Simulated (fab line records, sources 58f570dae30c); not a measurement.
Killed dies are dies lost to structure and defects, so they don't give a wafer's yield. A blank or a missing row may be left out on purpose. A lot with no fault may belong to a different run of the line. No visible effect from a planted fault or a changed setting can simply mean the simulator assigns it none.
The tool behind it: which one? / flow berkeley_cmos170 / 42 wafers from 14 lots sampled at 4 of the route's 331 steps

WHAT THE GAUGES SHOWED, per wafer
UCB170_M3_RS_MEAS_02: the measuring method here is four-point-probe.
lot=L236; measured=day 7 16:09; on=film_metro-01; M3_AL_RS (ohm/sq)=0.0324 0.0318 0.0321
lot=L237; measured=day 8 01:14; on=film_metro-01; M3_AL_RS (ohm/sq)=0.0327 0.0327 0.0329
lot=L238; measured=day 8 17:50; on=film_metro-03; M3_AL_RS (ohm/sq)=0.0323 0.0325 0.0324
lot=L241; measured=day 8 21:57; on=film_metro-01; M3_AL_RS (ohm/sq)=0.0319 0.0316 0.0318
lot=L242; measured=day 8 23:26; on=film_metro-03; M3_AL_RS (ohm/sq)=0.0321 0.0318 0.0316
lot=L245; measured=day 9 18:41; on=film_metro-04; M3_AL_RS (ohm/sq)=0.0321 0.0324 0.0317
lot=L243; measured=day 9 18:35; on=film_metro-01; M3_AL_RS (ohm/sq)=0.0325 0.0325 0.0325
lot=L255; measured=day 11 18:25; on=film_metro-01; M3_AL_RS (ohm/sq)=0.0324 0.0326 0.0321
lot=L256; measured=day 11 18:55; on=film_metro-01; M3_AL_RS (ohm/sq)=0.0322 0.0324 0.0326
lot=L257; measured=day 12 00:43; on=film_metro-04; M3_AL_RS (ohm/sq)=0.0319 0.0320 0.0324
lot=L259; measured=day 12 18:20; on=film_metro-03; M3_AL_RS (ohm/sq)=0.0320 0.0317 0.0318
lot=L258; measured=day 12 20:20; on=film_metro-01; M3_AL_RS (ohm/sq)=0.0313 0.0313 0.0313

EACH LOT AND THE TOOL THAT RAN IT (in order: tool; ch and the chambers of the sampled wafers; start)
lot=L236; UCB170_SDANNEAL_RTA_00=rtp_anneal-01 ch 0, day 6 19:03; UCB170_V2_CVD_00=pecvd-02 ch 1,2, day 7 13:34; UCB170_V2_ETCH_14=rie_diel-02 ch 0,1, day 7 15:35
lot=L237; UCB170_SDANNEAL_RTA_00=rtp_anneal-01 ch 0, day 7 01:34; UCB170_V2_CVD_00=pecvd-03 ch 0,1, day 7 22:32; UCB170_V2_ETCH_14=rie_diel-03 ch 0,1,3, day 8 00:40
lot=L238; UCB170_SDANNEAL_RTA_00=rtp_anneal-01 ch 0, day 7 19:35; UCB170_V2_CVD_00=pecvd-03 ch 0,1,2, day 8 13:26; UCB170_V2_ETCH_14=rie_diel-03 ch 0,2,3, day 8 17:17
lot=L241; UCB170_SDANNEAL_RTA_00=rtp_anneal-01 ch 0, day 7 22:02; UCB170_V2_CVD_00=pecvd-02 ch 0,1,2, day 8 19:08; UCB170_V2_ETCH_14=rie_diel-03 ch 0,3, day 8 21:20
lot=L242; UCB170_SDANNEAL_RTA_00=rtp_anneal-02 ch 0, day 7 22:19; UCB170_V2_CVD_00=pecvd-03 ch 1,2, day 8 20:47; UCB170_V2_ETCH_14=rie_diel-03 ch 0,1, day 8 22:53
lot=L245; UCB170_SDANNEAL_RTA_00=rtp_anneal-02 ch 0, day 8 16:10; UCB170_V2_CVD_00=pecvd-03 ch 0,1,2, day 9 15:48; UCB170_V2_ETCH_14=rie_diel-03 ch 0,1,3, day 9 18:07
lot=L243; UCB170_SDANNEAL_RTA_00=rtp_anneal-02 ch 0, day 8 17:09; UCB170_V2_CVD_00=pecvd-04 ch 0,2, day 9 15:26; UCB170_V2_ETCH_14=rie_diel-02 ch 0,1,3, day 9 18:01
lot=L244; UCB170_SDANNEAL_RTA_00=rtp_anneal-01, day 8 17:19; UCB170_V2_CVD_00=-; UCB170_V2_ETCH_14=-
lot=L246; UCB170_SDANNEAL_RTA_00=rtp_anneal-02, day 8 21:04; UCB170_V2_CVD_00=-; UCB170_V2_ETCH_14=-
lot=L255; UCB170_SDANNEAL_RTA_00=rtp_anneal-02 ch 0, day 10 19:10; UCB170_V2_CVD_00=pecvd-02 ch 0,1,2, day 11 15:05; UCB170_V2_ETCH_14=rie_diel-01 ch 0,2,3, day 11 17:52
lot=L256; UCB170_SDANNEAL_RTA_00=rtp_anneal-01 ch 0, day 10 19:45; UCB170_V2_CVD_00=pecvd-03 ch 0,1,2, day 11 15:13; UCB170_V2_ETCH_14=rie_diel-03 ch 1,2,3, day 11 18:22
lot=L257; UCB170_SDANNEAL_RTA_00=rtp_anneal-02 ch 0, day 11 00:35; UCB170_V2_CVD_00=pecvd-03 ch 0,2, day 11 22:18; UCB170_V2_ETCH_14=rie_diel-01 ch 0,3, day 12 00:10
lot=L259; UCB170_SDANNEAL_RTA_00=rtp_anneal-01 ch 0, day 11 20:36; UCB170_V2_CVD_00=pecvd-02 ch 0,2, day 12 15:42; UCB170_V2_ETCH_14=rie_diel-03 ch 0,2, day 12 17:46
lot=L258; UCB170_SDANNEAL_RTA_00=rtp_anneal-02 ch 0, day 11 20:57; UCB170_V2_CVD_00=pecvd-03 ch 0,1,2, day 12 16:15; UCB170_V2_ETCH_14=rie_diel-03 ch 0,1,2, day 12 19:43
- UCB170_SDANNEAL_RTA_00: time 10 s.
- UCB170_V2_CVD_00: deposits SiO2 from TEOS/O2, target thk 2000 nm, time 250 s.
- UCB170_V2_ETCH_14: etches SiO2 in CHF3/CF4/Ar, stops on Al, target depth 1250 nm, time 291 s.

AS READ BY THE TOOLS THEMSELVES (means over the sampled wafers that have a number; for cases with no such wafer, the mark the record gives instead)
UCB170_SDANNEAL_RTA_00.
lot=L236; tool=rtp_anneal-01; anneal_temp_c_max=904.0; chamber_o2_ppm=2.014; lamp_power_pct (%)=31; wafer_temp_C_max=904.0
lot=L237; tool=rtp_anneal-01; anneal_temp_c_max=903.6; chamber_o2_ppm=2.027; lamp_power_pct (%)=31; wafer_temp_C_max=904.4
lot=L238; tool=rtp_anneal-01; anneal_temp_c_max=904.4; chamber_o2_ppm=2.033; lamp_power_pct (%)=31; wafer_temp_C_max=903.9
lot=L241; tool=rtp_anneal-01; anneal_temp_c_max=904.1; chamber_o2_ppm=2.002; lamp_power_pct (%)=31; wafer_temp_C_max=904.1
lot=L242; tool=rtp_anneal-02; anneal_temp_c_max=905.9; chamber_o2_ppm=2.009; lamp_power_pct (%)=21; wafer_temp_C_max=905.4
lot=L245; tool=rtp_anneal-02; anneal_temp_c_max=904.9; chamber_o2_ppm=2.018; lamp_power_pct (%)=21; wafer_temp_C_max=905.7
lot=L243; tool=rtp_anneal-02; anneal_temp_c_max=906.0; chamber_o2_ppm=1.996; lamp_power_pct (%)=21; wafer_temp_C_max=906.2
lot=L244; tool=rtp_anneal-01; anneal_temp_c_max=-; chamber_o2_ppm=-; lamp_power_pct (%)=-; wafer_temp_C_max=-
lot=L246; tool=rtp_anneal-02; anneal_temp_c_max=-; chamber_o2_ppm=-; lamp_power_pct (%)=-; wafer_temp_C_max=-
lot=L255; tool=rtp_anneal-02; anneal_temp_c_max=905.4; chamber_o2_ppm=1.997; lamp_power_pct (%)=21; wafer_temp_C_max=905.8
lot=L256; tool=rtp_anneal-01; anneal_temp_c_max=905.0; chamber_o2_ppm=1.949; lamp_power_pct (%)=31; wafer_temp_C_max=904.3
lot=L257; tool=rtp_anneal-02; anneal_temp_c_max=905.9; chamber_o2_ppm=1.995; lamp_power_pct (%)=21; wafer_temp_C_max=906.5
lot=L259; tool=rtp_anneal-01; anneal_temp_c_max=903.9; chamber_o2_ppm=2.005; lamp_power_pct (%)=31; wafer_temp_C_max=904.5
lot=L258; tool=rtp_anneal-02; anneal_temp_c_max=907.3; chamber_o2_ppm=1.997; lamp_power_pct (%)=21; wafer_temp_C_max=906.9

UCB170_V2_CVD_00.
lot=L236; tool=pecvd-02; heater_power_w (W)=240; rf_fwd_power_W (W)=549.1
lot=L237; tool=pecvd-03; heater_power_w (W)=195; rf_fwd_power_W (W)=550.1
lot=L238; tool=pecvd-03; heater_power_w (W)=211; rf_fwd_power_W (W)=550.0
lot=L241; tool=pecvd-02; heater_power_w (W)=250; rf_fwd_power_W (W)=547.7
lot=L242; tool=pecvd-03; heater_power_w (W)=254; rf_fwd_power_W (W)=550.5
lot=L245; tool=pecvd-03; heater_power_w (W)=230; rf_fwd_power_W (W)=549.9
lot=L243; tool=pecvd-04; heater_power_w (W)=232; rf_fwd_power_W (W)=551.0
lot=L255; tool=pecvd-02; heater_power_w (W)=278; rf_fwd_power_W (W)=547.3
lot=L256; tool=pecvd-03; heater_power_w (W)=273; rf_fwd_power_W (W)=547.2
lot=L257; tool=pecvd-03; heater_power_w (W)=279; rf_fwd_power_W (W)=548.5
lot=L259; tool=pecvd-02; heater_power_w (W)=243; rf_fwd_power_W (W)=547.4
lot=L258; tool=pecvd-03; heater_power_w (W)=253; rf_fwd_power_W (W)=548.3

UCB170_V2_ETCH_14.
lot=L236; tool=rie_diel-02; chamber_pressure_mTorr (mTorr)=200.18; drypump_motor_current_A (A)=6.6; oes_product_au (a.u.)=0.875; rf_fwd_power_W (W)=701.9; throttle_valve_pct (%)=7.07
lot=L237; tool=rie_diel-03; chamber_pressure_mTorr (mTorr)=199.95; drypump_motor_current_A (A)=5.4; oes_product_au (a.u.)=0.862; rf_fwd_power_W (W)=699.2; throttle_valve_pct (%)=6.93
lot=L238; tool=rie_diel-03; chamber_pressure_mTorr (mTorr)=200.11; drypump_motor_current_A (A)=5.6; oes_product_au (a.u.)=0.874; rf_fwd_power_W (W)=697.3; throttle_valve_pct (%)=6.88
lot=L241; tool=rie_diel-03; chamber_pressure_mTorr (mTorr)=200.00; drypump_motor_current_A (A)=5.7; oes_product_au (a.u.)=0.874; rf_fwd_power_W (W)=698.8; throttle_valve_pct (%)=6.83
lot=L242; tool=rie_diel-03; chamber_pressure_mTorr (mTorr)=199.97; drypump_motor_current_A (A)=5.4; oes_product_au (a.u.)=0.861; rf_fwd_power_W (W)=697.7; throttle_valve_pct (%)=7.05
lot=L245; tool=rie_diel-03; chamber_pressure_mTorr (mTorr)=200.02; drypump_motor_current_A (A)=5.3; oes_product_au (a.u.)=0.870; rf_fwd_power_W (W)=698.4; throttle_valve_pct (%)=6.93
lot=L243; tool=rie_diel-02; chamber_pressure_mTorr (mTorr)=200.05; drypump_motor_current_A (A)=6.3; oes_product_au (a.u.)=0.865; rf_fwd_power_W (W)=698.9; throttle_valve_pct (%)=6.98
lot=L255; tool=rie_diel-01; chamber_pressure_mTorr (mTorr)=199.97; drypump_motor_current_A (A)=5.9; oes_product_au (a.u.)=0.879; rf_fwd_power_W (W)=699.8; throttle_valve_pct (%)=6.78
lot=L256; tool=rie_diel-03; chamber_pressure_mTorr (mTorr)=200.00; drypump_motor_current_A (A)=5.3; oes_product_au (a.u.)=0.868; rf_fwd_power_W (W)=697.0; throttle_valve_pct (%)=6.97
lot=L257; tool=rie_diel-01; chamber_pressure_mTorr (mTorr)=199.98; drypump_motor_current_A (A)=5.8; oes_product_au (a.u.)=0.880; rf_fwd_power_W (W)=701.3; throttle_valve_pct (%)=6.73
lot=L259; tool=rie_diel-03; chamber_pressure_mTorr (mTorr)=199.93; drypump_motor_current_A (A)=5.9; oes_product_au (a.u.)=0.876; rf_fwd_power_W (W)=698.2; throttle_valve_pct (%)=6.90
lot=L258; tool=rie_diel-03; chamber_pressure_mTorr (mTorr)=199.89; drypump_motor_current_A (A)=5.6; oes_product_au (a.u.)=0.873; rf_fwd_power_W (W)=697.0; throttle_valve_pct (%)=7.00

THE ANSWER, worked out from the rows above alone
Rule: usual is defined by the lots themselves. The widest of any qualifying gaps counts: lots, ordered by their means at a reading, are off when they make up no more than a third of the lots, leave a main group of 4 or more, and stand apart from it by 3 or more times the standard deviation of that group's means. If all means in a main group match to the digits the tables above print for the reading, that group is not used. A lot without any number at a reading at which 4 lots or more have one is off too. Where the step has rows for the other lots, those lots are counted as sound. After the gauges, taken in route order, come the tools' own readings; for these a lot's mean is taken, as printed above. At the first step where some lot is off, the reading lying furthest off is the one used; lots without a number count as furthest.
Off at UCB170_SDANNEAL_RTA_00 (anneal_temp_c_max): L244, L246. Without a number there: L244, L246. For the main group the mean is 905.0 and the standard deviation 1.1.
If a tool, at that step or one of the process steps before it, ran each lot that is off and ran no sound lot following the first of them, it fits. None of those tried fits.

WHAT WAS PUT IN BY THE SIMULATOR
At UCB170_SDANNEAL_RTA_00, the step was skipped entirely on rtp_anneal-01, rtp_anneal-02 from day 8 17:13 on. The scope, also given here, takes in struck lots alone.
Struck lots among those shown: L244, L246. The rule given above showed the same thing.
